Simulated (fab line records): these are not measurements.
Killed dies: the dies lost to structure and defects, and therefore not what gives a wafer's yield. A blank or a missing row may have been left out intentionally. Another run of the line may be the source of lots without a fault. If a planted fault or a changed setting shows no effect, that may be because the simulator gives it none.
What tool caused it?    flow berkeleyCmos170    21 wafers sampled from 7 lots at 1 step of a route of 331

WHAT EACH GAUGE READ, for each wafer
UCB170_PSD_OVL_MEAS_07.
lot   measured      on          PSD_OVL (nm)
L307  day 8 05:11   overlay-01  4 0 1
L313  day 9 05:53   overlay-02  5 -2 6
L317  day 10 08:41  overlay-01  -2 -2 8
L321  day 11 03:02  overlay-01  2 -1 0
L323  day 12 09:13  overlay-01  -1 0 -3
L326  day 12 18:12  overlay-01  -3 -3 3
L328  day 13 03:22  overlay-01  5 0 3

WHICH TOOL RAN EACH LOT (tool, then ch and the chambers of the sampled wafers, then the start)
Before these readings, the record contains no process step.

THE ANSWER, worked out from the rows above alone
Rule: what is usual is taken from the lots themselves. Put in order of their means at a reading, lots are off if they are a third of the lots or fewer, leave a main group of 4 or more, and stand apart from it by a gap of 3 or more times the standard deviation of the main group's means; of several such gaps the widest counts. A main group whose means are all the same, to the digits that the tables above print for the reading, isn't used. Also off: a lot with no number at a reading for which 4 or more lots have one. All remaining lots with rows at the step are treated as sound.
Nothing can be told from this: no lot is off at any reading shown.

WHAT THE SIMULATOR PUT IN
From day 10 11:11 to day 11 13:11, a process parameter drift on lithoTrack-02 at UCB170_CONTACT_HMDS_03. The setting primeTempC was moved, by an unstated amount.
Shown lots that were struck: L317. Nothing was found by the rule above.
